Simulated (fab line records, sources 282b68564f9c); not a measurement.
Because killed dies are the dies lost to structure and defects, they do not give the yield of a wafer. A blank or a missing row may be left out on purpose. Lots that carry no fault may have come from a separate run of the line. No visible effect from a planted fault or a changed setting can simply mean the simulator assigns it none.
fab line records ; flow rit-cmos ; part 1 of 2: steps 1 to 33 of 43
record: lots: 5; wafers: 15; last-day: 8
route steps=202 shown PSD@142 SDANNEAL@153 NSD@158 PLDD@159 NLDD@160 SILICIDE@161 CONTACT@168 M1@184
lots untouched by any fault: they come from a run of this same line in which no faults occurred
start-h: hours from the record's opening day to when the first of the lot's shown wafers began ; wait-h: time in hours since the lot's previous step ; " same as the row above ; L1.1+2: several wafers, shown together as one row ; - no value, or no start was given ; * or withheld: withheld ; < > ~ a bound
route shown NAME@n: names a module that has steps shown in the file, with the first one's number in the route ; usual: mean/standard deviation taken from wafers without a fault ; same: alike in all rows ; chamber/n: place in a boat ; sites: the reading at each site ; _std_site: their standard deviation ; _edge_site: inner sites' mean taken away from outer sites' mean ; radius-mm: how far each site lies from the wafer's centre ; mask NAME#n: copy n ; behind: tool/chamber where the wafer was last shaped ; hold: why the lot was held/for how many hours/how that ended ; device: the n, p or np transistor that did not switch ; end of line: tests run on the same wafers once the route is complete ; a step with no rows: only its recipe ; killed: the dies lost at the first sort to structure and to defects; this is not the yield of the wafer ; map: dies across one wafer; x = killed, . = not, _ = none there
set.NAME: the setting as run; set.NAME@STEP: as run at that earlier step ; model.NAME: the simulator's own value behind a step, which no gauge read
certain route steps with their lots: each step a table, each wafer a row
services: the hour from which a tool's chamber was out of use, counted from the record's first day as start-h (under 0 if before that day), plus the number of hours and why
== steps ==
step: RIT_PSD_HMDS_00
recipe: prime-time-s: 60; prime-temp-c: 140
lot.wafer;tool;chamber;start-h;wait-h
L076.2+3+4;litho-track-03;0;61.84;0.1
L078.1+5+6;litho-track-04;0;73.41;0.1
L088.2+3+5;litho-track-01;0;119.37;0.1
L092.3+5+6;litho-track-01;0;145.98;0.1
L097.2+5+6;litho-track-03;0;172.62;0.1
step: RIT_PSD_COAT_01
recipe: resist: NOVOLAK; spin-rpm: 3250; resist-thk-nm: 1000
lot.wafer;tool;chamber;start-h;wait-h
L076.2+3+4;litho-track-03;0;61.99;0.1
L078.1+5+6;litho-track-04;0;73.56;0.1
L088.2+3+5;litho-track-01;0;119.52;0.1
L092.3+5+6;litho-track-01;0;146.13;0.1
L097.2+5+6;litho-track-03;0;172.77;0.1
step: RIT_PSD_SOFTBAKE_02
recipe: resist: NOVOLAK; temp-c: 90; time-s: 60
lot.wafer;tool;chamber;start-h;wait-h
L076.2+3+4;litho-track-03;0;62.14;0.1
L078.1+5+6;litho-track-04;0;73.71;0.1
L088.2+3+5;litho-track-01;0;119.67;0.1
L092.3+5+6;litho-track-01;0;146.28;0.1
L097.2+5+6;litho-track-03;0;172.92;0.1
step: RIT_PSD_EXPOSE_03
recipe: mask-id: M10; na: 0.57; target-cd-nm: 40900; dose-mj: 250
same: na: 0.57
lot.wafer;tool;chamber;start-h;wait-h;mask
L076.2+3+4;iline-stepper-01;0;62.28;0.1;M10#0
L078.1+5+6;iline-stepper-02;0;73.99;0.2;M10#0
L088.2+3+5;iline-stepper-02;0;119.81;0.1;M10#0
L092.3+5+6;iline-stepper-02;0;146.54;0.2;M10#0
L097.2+5+6;iline-stepper-02;0;173.07;0.1;M10#0
step: RIT_PSD_PEB_04
recipe: resist: NOVOLAK; temp-c: withheld; time-s: withheld
lot.wafer;tool;chamber;start-h;wait-h
L076.2+3+4;litho-track-01;0;62.41;0.1
L078.1+5+6;litho-track-01;0;74.10;0.1
L088.2+3+5;litho-track-03;0;119.94;0.1
L092.3+5+6;litho-track-04;0;146.67;0.1
L097.2+5+6;litho-track-01;0;173.19;0.1
step: RIT_PSD_DEVELOP_05
recipe: resist: NOVOLAK; develop-time-s: 50; dev-temp-c: 23
usual: developer-temp-C: 23.01/0.1
lot.wafer;tool;chamber;start-h;wait-h;developer-temp-C
L076.2;litho-track-01;0;-;-;23.06
L076.3;litho-track-01;0;-;-;22.89
L076.4;litho-track-01;0;-;-;23.05
L078.1;litho-track-01;0;-;-;23.15
L078.5;litho-track-01;0;-;-;23.02
L078.6;litho-track-01;0;-;-;23.02
L088.2;litho-track-03;0;-;-;22.93
L088.3;litho-track-03;0;-;-;22.91
L088.5;litho-track-03;0;-;-;23.00
L092.3;litho-track-04;0;-;-;23.02
L092.5;litho-track-04;0;-;-;23.02
L092.6;litho-track-04;0;-;-;23.02
L097.2;litho-track-01;0;-;-;22.95
L097.5;litho-track-01;0;-;-;23.04
L097.6;litho-track-01;0;-;-;23.10
step: RIT_PSD_OVL_MEAS_06
usual: PSD_OVL: -0.2/1.4
lot.wafer;tool;chamber;start-h;wait-h;PSD_OVL[nm]
L076.2;overlay-02;-;62.67;-;-2.1
L076.3;overlay-02;-;62.67;-;-0.7
L076.4;overlay-02;-;62.67;-;0.3
L078.1;overlay-01;-;74.39;-;0.6
L078.5;overlay-01;-;74.39;-;0.5
L078.6;overlay-01;-;74.39;-;-0.7
L088.2;overlay-01;-;120.20;-;-1.8
L088.3;overlay-01;-;120.20;-;-4.0
L088.5;overlay-01;-;120.20;-;-2.9
L092.3;overlay-02;-;146.92;-;0.4
L092.5;overlay-02;-;146.92;-;0.5
L092.6;overlay-02;-;146.92;-;1.3
L097.2;overlay-02;-;173.45;-;-2.0
L097.5;overlay-02;-;173.45;-;-1.7
L097.6;overlay-02;-;173.45;-;-1.9
step: RIT_PSD_HARDBAKE_07
recipe: resist: NOVOLAK; temp-c: 140; time-s: 60
lot.wafer;tool;chamber;start-h;wait-h
L076.2+3+4;litho-track-03;0;62.73;0.0
L078.1+5+6;litho-track-04;0;74.42;0.0
L088.2+3+5;litho-track-03;0;120.26;0.0
L092.3+5+6;litho-track-01;0;146.99;0.1
L097.2+5+6;litho-track-01;0;173.51;0.0
step: RIT_PSD_IMPLANT_08
recipe: species: BF2; energy-kev: 27.49; dose-cm2: 5e+15; tilt-deg: 7
usual: faraday-current-uA: 12090/500
lot.wafer;tool;chamber;start-h;wait-h;faraday-current-uA
L076.2;implanter-04;0;62.88;0.1;11406
L076.3;implanter-04;0;62.88;0.1;11121
L076.4;implanter-04;0;62.88;0.1;11553
L078.1;implanter-01;0;74.57;0.1;12407
L078.5;implanter-01;0;74.57;0.1;12531
L078.6;implanter-01;0;74.57;0.1;12351
L088.2;implanter-04;0;120.41;0.1;11282
L088.3;implanter-04;0;120.41;0.1;11682
L088.5;implanter-04;0;120.41;0.1;11743
L092.3;implanter-01;0;147.14;0.1;12525
L092.5;implanter-01;0;147.14;0.1;11979
L092.6;implanter-01;0;147.14;0.1;12322
L097.2;implanter-01;0;173.66;0.1;12858
L097.5;implanter-01;0;173.66;0.1;12212
L097.6;implanter-01;0;173.66;0.1;12379
step: RIT_PSD_STRIP_09
recipe: chemistry: O2; time-s: 180; resist: NOVOLAK; platen-temp-c: withheld; power-w: 500; pressure-mtorr: 4000; o2-flow-sccm: 4000
usual: chamber-pressure-mTorr: 4000/3.6; drypump-motor-current-A: 6.0/0.5; rf-refl-power-W: 6.4/1.4
lot.wafer;tool;chamber;start-h;wait-h;chamber-pressure-mTorr;drypump-motor-current-A;rf-hours-counter-h;rf-refl-power-W
L076.2;plasma-asher-01;0;63.00;0.1;3997;5.5;44;6.8
L076.3;plasma-asher-01;0;63.00;0.1;3998;5.5;-;6.6
L076.4;plasma-asher-01;1;63.00;0.1;4003;6.5;-;8.6
L078.1;plasma-asher-04;1;74.72;0.1;4000;5.3;29;4.5
L078.5;plasma-asher-04;0;74.72;0.1;4005;6.3;-;6.6
L078.6;plasma-asher-04;1;74.72;0.1;4004;5.3;-;4.7
L088.2;plasma-asher-01;0;120.53;0.1;4002;5.5;51;6.6
L088.3;plasma-asher-01;1;120.53;0.1;3997;6.5;-;8.8
L088.5;plasma-asher-01;0;120.53;0.1;3996;5.5;-;6.8
L092.3;plasma-asher-01;0;147.30;0.1;3997;5.5;-;6.9
L092.5;plasma-asher-01;0;147.30;0.1;3999;5.5;-;6.7
L092.6;plasma-asher-01;1;147.30;0.1;4007;6.5;-;8.7
L097.2;plasma-asher-04;1;173.78;0.1;4001;5.3;39;4.6
L097.5;plasma-asher-04;0;173.78;0.1;4002;6.3;-;6.7
L097.6;plasma-asher-04;1;173.78;0.1;4003;5.3;-;4.6
step: RIT_PSD_TW_MEAS_10
usual: PSD_TW: 3443/29
lot.wafer;tool;chamber;start-h;wait-h;PSD_TW
L076.2;film-metro-02;-;63.19;0.1;3504
L076.3;film-metro-02;-;63.19;0.1;3499
L076.4;film-metro-02;-;63.19;0.1;3490
L078.1;film-metro-04;-;74.90;0.1;3417
L078.5;film-metro-04;-;74.90;0.1;3414
L078.6;film-metro-04;-;74.90;0.1;3412
L088.2;film-metro-04;-;120.72;0.1;3423
L088.3;film-metro-04;-;120.72;0.1;3422
L088.5;film-metro-04;-;120.72;0.1;3417
L092.3;film-metro-02;-;147.43;0.1;3501
L092.5;film-metro-02;-;147.43;0.1;3463
L092.6;film-metro-02;-;147.43;0.1;3481
L097.2;film-metro-02;-;173.97;0.1;3452
L097.5;film-metro-02;-;173.97;0.1;3469
L097.6;film-metro-02;-;173.97;0.1;3455
step: RIT_SDANNEAL_CLEAN_00
recipe: chemistry: SC1; mix: 3:3:50; time-s: 600; temp-c: 75
lot.wafer;tool;chamber;start-h;wait-h
L076.2+3+4;wet-bench-04;2;63.24;0.0
L078.1+5+6;wet-bench-03;0;74.96;0.1
L088.2+3+5;wet-bench-04;3;120.77;0.0
L092.3+5+6;wet-bench-04;2;147.47;0.0
L097.2+5+6;wet-bench-03;1;174.02;0.0
step: RIT_SDANNEAL_CLEAN_01
recipe: chemistry: dHF; dilution: 50:1; time-s: 30
lot.wafer;tool;chamber;start-h;wait-h
L076.2+3+4;wet-bench-04;3;63.41;0.0
L078.1+5+6;wet-bench-03;3;75.13;0.0
L088.2+3+5;wet-bench-03;0;120.94;0.0
L092.3+5+6;wet-bench-03;3;147.65;0.0
L097.2+5+6;wet-bench-04;3;174.19;0.0
step: RIT_SDANNEAL_CLEAN_02
recipe: chemistry: SC2; mix: 3:3:50; time-s: 600; temp-c: 75; dry: n2-spin
lot.wafer;tool;chamber;start-h;wait-h
L076.2+3+4;wet-bench-03;1;63.43;0.0
L078.1+5+6;wet-bench-03;0;75.15;0.0
L088.2+3+5;wet-bench-01;3;120.96;0.0
L092.3+5+6;wet-bench-01;1;147.67;0.0
L097.2+5+6;wet-bench-01;0;174.21;0.0
step: RIT_SDANNEAL_RTA_03
recipe: temp-c: 1050; time-s: 5; idle-temp-c: 600; ramp-up-c-per-s: 342; ramp-down-c-per-s: 171; cool-to-c: 600; ambient: N2
usual: ramp-up-c-per-s: 342.00/0.066; wafer_temp_C_max: 1053.5/1.1
lot.wafer;tool;chamber;start-h;wait-h;ramp-up-c-per-s;wafer_temp_C_max
L076.2;rtp-anneal-02;0;63.61;0.0;342.06;1053.1
L076.3;rtp-anneal-02;0;63.61;0.0;341.96;1051.4
L076.4;rtp-anneal-02;0;63.61;0.0;342.03;1053.0
L078.1;rtp-anneal-02;0;75.33;0.0;342.01;1054.4
L078.5;rtp-anneal-02;0;75.33;0.0;341.97;1052.4
L078.6;rtp-anneal-02;0;75.33;0.0;341.91;1055.0
L088.2;rtp-anneal-02;0;121.14;0.0;341.95;1053.5
L088.3;rtp-anneal-02;0;121.14;0.0;342.03;1054.0
L088.5;rtp-anneal-02;0;121.14;0.0;341.98;1054.8
L092.3;rtp-anneal-02;0;147.86;0.0;342.08;1054.0
L092.5;rtp-anneal-02;0;147.86;0.0;341.90;1053.9
L092.6;rtp-anneal-02;0;147.86;0.0;341.91;1052.8
L097.2;rtp-anneal-01;0;174.39;0.0;342.05;1052.8
L097.5;rtp-anneal-01;0;174.39;0.0;342.07;1052.1
L097.6;rtp-anneal-01;0;174.39;0.0;341.97;1052.0
step: RIT_SDANNEAL_RS_MEAS_04
recipe: thk-meas-gauge: four-point-probe
usual: PSD_RS: 114.9/0.3
lot.wafer;tool;chamber;start-h;wait-h;PSD_RS[ohm/sq]
L076.2;film-metro-04;-;63.68;0.1;114.6
L076.3;film-metro-04;-;63.68;0.1;114.6
L076.4;film-metro-04;-;63.68;0.1;114.7
L078.1;film-metro-04;-;75.38;0.0;115.1
L078.5;film-metro-04;-;75.38;0.0;114.8
L078.6;film-metro-04;-;75.38;0.0;115.3
L088.2;film-metro-04;-;121.21;0.1;115.1
L088.3;film-metro-04;-;121.21;0.1;114.8
L088.5;film-metro-04;-;121.21;0.1;114.8
L092.3;film-metro-01;-;147.94;0.1;114.7
L092.5;film-metro-01;-;147.94;0.1;114.3
L092.6;film-metro-01;-;147.94;0.1;114.1
L097.2;film-metro-04;-;174.46;0.1;115.4
L097.5;film-metro-04;-;174.46;0.1;115.1
L097.6;film-metro-04;-;174.46;0.1;115.4
step: RIT_SDANNEAL_RS_MEAS_05
recipe: thk-meas-gauge: four-point-probe
usual: NSD_RS: 84.41/0.28
lot.wafer;tool;chamber;start-h;wait-h;NSD_RS[ohm/sq]
L076.2;film-metro-04;-;63.80;0.1;84.41
L076.3;film-metro-04;-;63.80;0.1;84.62
L076.4;film-metro-04;-;63.80;0.1;84.30
L078.1;film-metro-04;-;75.50;0.1;84.64
L078.5;film-metro-04;-;75.50;0.1;84.29
L078.6;film-metro-04;-;75.50;0.1;84.32
L088.2;film-metro-04;-;121.33;0.1;84.16
L088.3;film-metro-04;-;121.33;0.1;84.04
L088.5;film-metro-04;-;121.33;0.1;84.32
L092.3;film-metro-01;-;148.06;0.1;84.73
L092.5;film-metro-01;-;148.06;0.1;84.71
L092.6;film-metro-01;-;148.06;0.1;84.99
L097.2;film-metro-04;-;174.58;0.1;84.83
L097.5;film-metro-04;-;174.58;0.1;84.55
L097.6;film-metro-04;-;174.58;0.1;85.02
step: RIT_SDANNEAL_RS_MEAS_06
recipe: thk-meas-gauge: four-point-probe
usual: PLDD_RS: 178.8/0.48
lot.wafer;tool;chamber;start-h;wait-h;PLDD_RS[ohm/sq]
L076.2;film-metro-04;-;63.92;0.1;179.3
L076.3;film-metro-04;-;63.92;0.1;179.2
L076.4;film-metro-04;-;63.92;0.1;179.0
L078.1;film-metro-04;-;75.62;0.1;179.3
L078.5;film-metro-04;-;75.62;0.1;179.2
L078.6;film-metro-04;-;75.62;0.1;179.8
L088.2;film-metro-04;-;121.45;0.1;179.2
L088.3;film-metro-04;-;121.45;0.1;179.0
L088.5;film-metro-04;-;121.45;0.1;179.2
L092.3;film-metro-01;-;148.18;0.1;179.9
L092.5;film-metro-01;-;148.18;0.1;179.3
L092.6;film-metro-01;-;148.18;0.1;179.6
L097.2;film-metro-04;-;174.70;0.1;178.6
L097.5;film-metro-04;-;174.70;0.1;179.3
L097.6;film-metro-04;-;174.70;0.1;179.2
step: RIT_SDANNEAL_RS_MEAS_07
recipe: thk-meas-gauge: four-point-probe
usual: NLDD_RS: 153.8/0.55
lot.wafer;tool;chamber;start-h;wait-h;NLDD_RS[ohm/sq]
L076.2;film-metro-04;-;64.04;0.1;153.8
L076.3;film-metro-04;-;64.04;0.1;154.0
L076.4;film-metro-04;-;64.04;0.1;153.7
L078.1;film-metro-04;-;75.74;0.1;153.7
L078.5;film-metro-04;-;75.74;0.1;153.8
L078.6;film-metro-04;-;75.74;0.1;153.6
L088.2;film-metro-04;-;121.57;0.1;154.0
L088.3;film-metro-04;-;121.57;0.1;153.6
L088.5;film-metro-04;-;121.57;0.1;154.0
L092.3;film-metro-01;-;148.30;0.1;153.9
L092.5;film-metro-01;-;148.30;0.1;154.1
L092.6;film-metro-01;-;148.30;0.1;154.4
L097.2;film-metro-04;-;174.82;0.1;152.8
L097.5;film-metro-04;-;174.82;0.1;153.4
L097.6;film-metro-04;-;174.82;0.1;153.4
step: RIT_SILICIDE_WET_ETCH_00
recipe: chemistry: BOE; target: SiO2; target-depth-nm: 14; time-s: 15; dry: n2-spin; dilution: 10:1; temp-c: 21.5
lot.wafer;tool;chamber;start-h;wait-h
L076.2+3+4;wet-bench-04;3;64.14;0.1
L078.1+5+6;wet-bench-04;3;75.86;0.1
L088.2+3+5;wet-bench-01;2;121.67;0.1
L092.3+5+6;wet-bench-01;3;148.38;0.1
L097.2+5+6;wet-bench-04;3;174.92;0.1
step: RIT_SILICIDE_SPUTTER_01
recipe: material: Ti; target-thk-nm: 30; power-w: 350; chamber-pressure-pa: 0.667; gas: Ar; time-s: 246.4; substrate-temp-c: 25
usual: throttle-valve-pct: 29.8/1
lot.wafer;tool;chamber;start-h;wait-h;throttle-valve-pct
L076.2;pvd-sputter-02;-;64.16;0.0;31.0
L076.3;pvd-sputter-02;-;64.16;0.0;30.8
L076.4;pvd-sputter-02;-;64.16;0.0;28.8
L078.1;pvd-sputter-04;-;75.88;0.0;29.8
L078.5;pvd-sputter-04;-;75.88;0.0;28.6
L078.6;pvd-sputter-04;-;75.88;0.0;29.6
L088.2;pvd-sputter-04;-;121.68;0.0;28.4
L088.3;pvd-sputter-04;-;121.68;0.0;30.8
L088.5;pvd-sputter-04;-;121.68;0.0;30.7
L092.3;pvd-sputter-04;-;148.39;0.0;30.8
L092.5;pvd-sputter-04;-;148.39;0.0;28.4
L092.6;pvd-sputter-04;-;148.39;0.0;29.5
L097.2;pvd-sputter-04;-;174.94;0.0;29.5
L097.5;pvd-sputter-04;-;174.94;0.0;30.0
L097.6;pvd-sputter-04;-;174.94;0.0;28.4
step: RIT_SILICIDE_RS_MEAS_02
recipe: thk-meas-gauge: four-point-probe; reads: Ti_of_SILICIDE_SPUTTER_01
usual: SILICIDE_TI_RS: 46.1/0.42
lot.wafer;tool;chamber;start-h;wait-h;SILICIDE_TI_RS[ohm/sq]
L076.2;film-metro-01;-;64.33;0.1;45.6
L076.3;film-metro-01;-;64.33;0.1;46.6
L076.4;film-metro-01;-;64.33;0.1;46.5
L078.1;film-metro-01;-;76.03;0.1;45.7
L078.5;film-metro-01;-;76.03;0.1;45.7
L078.6;film-metro-01;-;76.03;0.1;45.9
L088.2;film-metro-02;-;121.85;0.1;46.3
L088.3;film-metro-02;-;121.85;0.1;45.9
L088.5;film-metro-02;-;121.85;0.1;46.5
L092.3;film-metro-03;-;148.58;0.1;45.3
L092.5;film-metro-03;-;148.58;0.1;45.1
L092.6;film-metro-03;-;148.58;0.1;45.8
L097.2;film-metro-02;-;175.11;0.1;46.3
L097.5;film-metro-02;-;175.11;0.1;46.7
L097.6;film-metro-02;-;175.11;0.1;46.3
step: RIT_SILICIDE_THK_MEAS_03
recipe: thk-meas-gauge: xrf; reads: Ti_of_SILICIDE_SPUTTER_01
usual: SILICIDE_TI_THK: 31.19/0.26
lot.wafer;tool;chamber;start-h;wait-h;SILICIDE_TI_THK[nm]
L076.2;film-metro-01;-;64.44;0.1;31.41
L076.3;film-metro-01;-;64.44;0.1;30.79
L076.4;film-metro-01;-;64.44;0.1;30.99
L078.1;film-metro-01;-;76.15;0.1;31.09
L078.5;film-metro-01;-;76.15;0.1;31.26
L078.6;film-metro-01;-;76.15;0.1;31.20
L088.2;film-metro-02;-;121.96;0.1;31.17
L088.3;film-metro-02;-;121.96;0.1;31.50
L088.5;film-metro-02;-;121.96;0.1;30.94
L092.3;film-metro-03;-;148.68;0.1;31.63
L092.5;film-metro-03;-;148.68;0.1;31.63
L092.6;film-metro-03;-;148.68;0.1;31.39
L097.2;film-metro-02;-;175.22;0.1;31.26
L097.5;film-metro-02;-;175.22;0.1;30.98
L097.6;film-metro-02;-;175.22;0.1;31.34
step: RIT_SILICIDE_RTA_04
recipe: temp-c: 650; time-s: 10; idle-temp-c: 25; ramp-up-s: 5; ramp-down-s: 5; cool-to-c: 25; ambient: N2
usual: wafer_temp_C_max: 654.4/1.3
lot.wafer;tool;chamber;start-h;wait-h;wafer_temp_C_max
L076.2;rtp-anneal-01;0;64.50;0.1;656.6
L076.3;rtp-anneal-01;0;64.50;0.1;655.0
L076.4;rtp-anneal-01;0;64.50;0.1;654.6
L078.1;rtp-anneal-01;0;76.21;0.1;654.3
L078.5;rtp-anneal-01;0;76.21;0.1;656.1
L078.6;rtp-anneal-01;0;76.21;0.1;655.0
L088.2;rtp-anneal-01;0;122.02;0.1;654.8
L088.3;rtp-anneal-01;0;122.02;0.1;655.2
L088.5;rtp-anneal-01;0;122.02;0.1;655.2
L092.3;rtp-anneal-01;0;148.74;0.1;654.9
L092.5;rtp-anneal-01;0;148.74;0.1;655.8
L092.6;rtp-anneal-01;0;148.74;0.1;654.9
L097.2;rtp-anneal-02;0;175.28;0.1;653.2
L097.5;rtp-anneal-02;0;175.28;0.1;652.9
L097.6;rtp-anneal-02;0;175.28;0.1;652.9
step: RIT_SILICIDE_WET_ETCH_05
recipe: chemistry: SPM; target: Ti; temp-c: 90; time-s: 120; dry: n2-spin
lot.wafer;tool;chamber;start-h;wait-h
L076.2+3+4;wet-bench-02;2;64.55;0.0
L078.1+5+6;wet-bench-02;2;76.27;0.1
L088.2+3+5;wet-bench-01;1;122.08;0.0
L092.3+5+6;wet-bench-01;2;148.79;0.0
L097.2+5+6;wet-bench-01;3;175.33;0.0
step: RIT_SILICIDE_RTA_06
recipe: temp-c: 750; time-s: 10; idle-temp-c: 25; ramp-up-s: 5; ramp-down-s: 10; cool-to-c: 25; ambient: N2
usual: wafer_temp_C_max: 755.1/1.4
lot.wafer;tool;chamber;start-h;wait-h;wafer_temp_C_max
L076.2;rtp-anneal-02;0;64.60;0.0;753.8
L076.3;rtp-anneal-02;0;64.60;0.0;753.6
L076.4;rtp-anneal-02;0;64.60;0.0;754.4
L078.1;rtp-anneal-02;0;76.31;0.0;754.1
L078.5;rtp-anneal-02;0;76.31;0.0;753.5
L078.6;rtp-anneal-02;0;76.31;0.0;753.9
L088.2;rtp-anneal-02;0;122.13;0.0;753.7
L088.3;rtp-anneal-02;0;122.13;0.0;754.7
L088.5;rtp-anneal-02;0;122.13;0.0;754.8
L092.3;rtp-anneal-02;0;148.88;0.0;755.0
L092.5;rtp-anneal-02;0;148.88;0.0;754.3
L092.6;rtp-anneal-02;0;148.88;0.0;753.7
L097.2;rtp-anneal-01;0;175.39;0.0;756.7
L097.5;rtp-anneal-01;0;175.39;0.0;757.8
L097.6;rtp-anneal-01;0;175.39;0.0;755.9
step: RIT_CONTACT_CVD_00
recipe: material: SiO2; target-thk-nm: 400; precursor: TEOS; temp-c: 390; time-s: 61; rf-w: 400
usual: heater-power-w: 350/45
lot.wafer;tool;chamber;start-h;wait-h;heater-power-w
L076.2;pecvd-04;0;64.66;0.0;347
L076.3;pecvd-04;2;64.66;0.0;241
L076.4;pecvd-04;1;64.66;0.0;404
L078.1;pecvd-04;0;76.38;0.1;395
L078.5;pecvd-04;0;76.38;0.1;407
L078.6;pecvd-04;1;76.38;0.1;348
L088.2;pecvd-04;2;122.19;0.0;301
L088.3;pecvd-04;0;122.19;0.0;368
L088.5;pecvd-04;0;122.19;0.0;373
L092.3;pecvd-02;1;148.96;0.1;401
L092.5;pecvd-02;2;148.96;0.1;305
L092.6;pecvd-02;1;148.96;0.1;409
L097.2;pecvd-04;1;175.44;0.0;405
L097.5;pecvd-04;2;175.44;0.0;309
L097.6;pecvd-04;1;175.44;0.0;403
step: RIT_CONTACT_THK_MEAS_01
recipe: reads: SiO2_of_CONTACT_CVD_00
usual: CONTACT_TEOS_THK: 401/5
lot.wafer;tool;chamber;start-h;wait-h;CONTACT_TEOS_THK[nm]
L076.2;film-metro-02;-;64.72;0.0;401
L076.3;film-metro-02;-;64.72;0.0;402
L076.4;film-metro-02;-;64.72;0.0;402
L078.1;film-metro-04;-;76.43;0.0;401
L078.5;film-metro-04;-;76.43;0.0;409
L078.6;film-metro-04;-;76.43;0.0;406
L088.2;film-metro-04;-;122.25;0.0;398
L088.3;film-metro-04;-;122.25;0.0;397
L088.5;film-metro-04;-;122.25;0.0;402
L092.3;film-metro-04;-;149.03;0.0;396
L092.5;film-metro-04;-;149.03;0.0;401
L092.6;film-metro-04;-;149.03;0.0;397
L097.2;film-metro-04;-;175.50;0.0;396
L097.5;film-metro-04;-;175.50;0.0;408
L097.6;film-metro-04;-;175.50;0.0;405
step: RIT_CONTACT_HMDS_02
recipe: prime-time-s: 60; prime-temp-c: 140
lot.wafer;tool;chamber;start-h;wait-h
L076.2+3+4;litho-track-01;0;64.80;0.1
L078.1+5+6;litho-track-02;0;76.53;0.1
L088.2+3+5;litho-track-04;0;122.44;0.2
L092.3+5+6;litho-track-02;0;149.12;0.1
L097.2+5+6;litho-track-02;0;175.58;0.1
step: RIT_CONTACT_COAT_03
recipe: resist: NOVOLAK; spin-rpm: 3250; resist-thk-nm: 1000
lot.wafer;tool;chamber;start-h;wait-h
L076.2+3+4;litho-track-01;0;64.95;0.1
L078.1+5+6;litho-track-02;0;76.68;0.1
L088.2+3+5;litho-track-04;0;122.59;0.1
L092.3+5+6;litho-track-02;0;149.27;0.1
L097.2+5+6;litho-track-02;0;175.73;0.1
step: RIT_CONTACT_SOFTBAKE_04
recipe: resist: NOVOLAK; temp-c: 90; time-s: 60
lot.wafer;tool;chamber;start-h;wait-h
L076.2+3+4;litho-track-01;0;65.10;0.1
L078.1+5+6;litho-track-02;0;76.83;0.1
L088.2+3+5;litho-track-04;0;122.74;0.1
L092.3+5+6;litho-track-02;0;149.42;0.1
L097.2+5+6;litho-track-02;0;175.88;0.1
step: RIT_CONTACT_EXPOSE_05
recipe: mask-id: M11; na: 0.6; source-shape: conventional; sigma-outer: 0.5; target-cd-nm: 1000; dose-mj: 250
same: na: 0.6
lot.wafer;tool;chamber;start-h;wait-h;mask
L076.2+3+4;iline-stepper-01;0;65.37;0.2;M11#0
L078.1+5+6;iline-stepper-01;0;77.11;0.2;M11#0
L088.2+3+5;iline-stepper-02;0;122.89;0.1;M11#0
L092.3+5+6;iline-stepper-02;0;149.80;0.3;M11#0
L097.2+5+6;iline-stepper-02;0;176.20;0.3;M11#0
step: RIT_CONTACT_PEB_06
recipe: resist: NOVOLAK; temp-c: withheld; time-s: withheld
lot.wafer;tool;chamber;start-h;wait-h
L076.2+3+4;litho-track-02;0;65.49;0.1
L078.1+5+6;litho-track-02;0;77.22;0.1
L088.2+3+5;litho-track-04;0;123.18;0.3
L092.3+5+6;litho-track-02;0;149.93;0.1
L097.2+5+6;litho-track-04;0;176.32;0.1
